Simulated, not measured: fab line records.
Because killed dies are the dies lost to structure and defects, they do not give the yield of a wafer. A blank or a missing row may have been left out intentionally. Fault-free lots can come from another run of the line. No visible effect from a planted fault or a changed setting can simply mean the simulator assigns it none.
Lot-split experiment | flow berkeley_cmos170 | 5 lots, 23 wafers read, on a route of 331 steps

## THE SPLIT
At UCB170_M2_METAL_ETCH_18 (etches Al in Cl2/BCl3, stops on SiO2, target depth 1170 nm, time 195 s), the setting time_s was moved away from the recipe's 195 s on 8 of the 23 wafers read, by -12.3% to +11.1%. This setting was run at the recipe's value on the other wafers.

Split to reading: the file shows no intervening step.

## THE READING
oes_product_au, in a.u., at UCB170_M2_STRIP_19 (strips in O2). On this fab line, fault-free wafers typically give 0.530 a.u. with a standard deviation of 0.024 a.u.

wafer  | tool, chamber at the split | time_s as run, s | against the recipe | oes_product_au, a.u. | against lot-mates on the recipe
L077.2 | rie_metal-03, 1            | 171              | -12.3%             | 0.603                | +0.074
L077.3 | rie_metal-03, 0            | 171              | -12.3%             | 0.605                | +0.076
L077.4 | rie_metal-03, 1            | 195              | recipe             | 0.526                | -
L077.5 | rie_metal-03, 0            | 195              | recipe             | 0.539                | -
L077.6 | rie_metal-03, 1            | 195              | recipe             | 0.523                | -
L080.1 | rie_metal-01, 0            | 178.5            | -8.5%              | 0.616                | +0.078
L080.3 | rie_metal-01, 0,1          | 195              | recipe             | 0.560                | -
L080.4 | rie_metal-01, 0,1          | 195              | recipe             | 0.493                | -
L080.5 | rie_metal-01, 1            | 178.5            | -8.5%              | 0.573                | +0.035
L080.6 | rie_metal-01, 0            | 195              | recipe             | 0.561                | -
L081.1 | rie_metal-02, 1            | 195              | recipe             | 0.539                | -
L081.2 | rie_metal-02, 1            | 195              | recipe             | 0.540                | -
L081.3 | rie_metal-02, 1            | 195              | recipe             | 0.530                | -
L081.4 | rie_metal-02, 1            | 216.6            | +11.1%             | 0.460                | -0.076
L081.5 | rie_metal-02, 1            | 216.6            | +11.1%             | 0.463                | -0.073
L082.1 | rie_metal-03, 1            | 195              | recipe             | 0.523                | -
L082.2 | rie_metal-03, 0            | 195              | recipe             | 0.525                | -
L082.4 | rie_metal-03, 0            | 195              | recipe             | 0.523                | -
L083.1 | rie_metal-03, 1            | 215.1            | +10.3%             | 0.445                | -0.088
L083.2 | rie_metal-03, 0            | 195              | recipe             | 0.533                | -
L083.3 | rie_metal-03, 1            | 195              | recipe             | 0.528                | -
L083.5 | rie_metal-03, 1            | 215.1            | +10.3%             | 0.449                | -0.084
L083.6 | rie_metal-03, 0            | 195              | recipe             | 0.537                | -
When a row names more than one chamber, that row covers several wafers, and the file does not tell which wafer ran in which chamber.

THE FIT
A straight line over all 23 wafers: oes_product_au changes by -0.00679 a.u. for each +1% of time_s; r = -0.94; the points scatter about the line by 0.016 a.u.
The same after taking each lot's own level away (the mean of its wafers on the recipe; 23 wafers): -0.00687 a.u. for each +1%; r = -0.95; scatter 0.015 a.u.
Per that fit: largest time_s move, reading shift of 0.085 a.u.
The span of the lots' own levels, 0.5237 to 0.5380 a.u., comes to 0.6 times the standard deviation stated above.
Hence the lot-to-lot level has little effect on the slope; both slopes agree.
Check: +0.0848 a.u. against its lot-mates is what the line predicts for one of the wafers moved furthest among these (-12.3%) when that wafer is left out of the fit. It came out at +0.0737 a.u. against them.

## THE OTHER SPLITS THESE WAFERS WENT THROUGH
Note: prior to the reading, these wafers also went through further splits. Each is held against what the fit with the lots' levels taken away leaves over:
other split on the same wafers       | wafers away from the commonest value | r with oes_product_au (lot level and that fit taken away)
UCB170_SILICIDE_SPUTTER_01 time_s    | 10                                   | +0.17
UCB170_CONTACT_COAT_10 resist_thk_nm | 7                                    | -0.35
UCB170_V1_EXPOSE_09 dose_mj          | 7                                    | -0.05
UCB170_M2_SPUTTER_01 power_w         | 9                                    | +0.08

## THE WHOLE CHAIN: every reading that the file lists as answering this split, in the file's order
step                    | what it does                                                           | reading                                                                   | change (the file's fit)                   | r (the file's)
UCB170_M2_METAL_ETCH_18 | etches Al in Cl2/BCl3, stops on SiO2, target depth 1170 nm, time 195 s | KrF_of_M2_COAT_10.thk_nm (the simulator's own value, which no gauge read) | -6.6 nm for each +1% of the setting       | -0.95
UCB170_M2_STRIP_19      | strips in O2                                                           | oes_product_au                                                            | -0.00688 a.u. for each +1% of the setting | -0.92

## FILE'S OWN FIT
oes_product_au changes by -0.00688 a.u. for each +1% of time_s, r = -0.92.
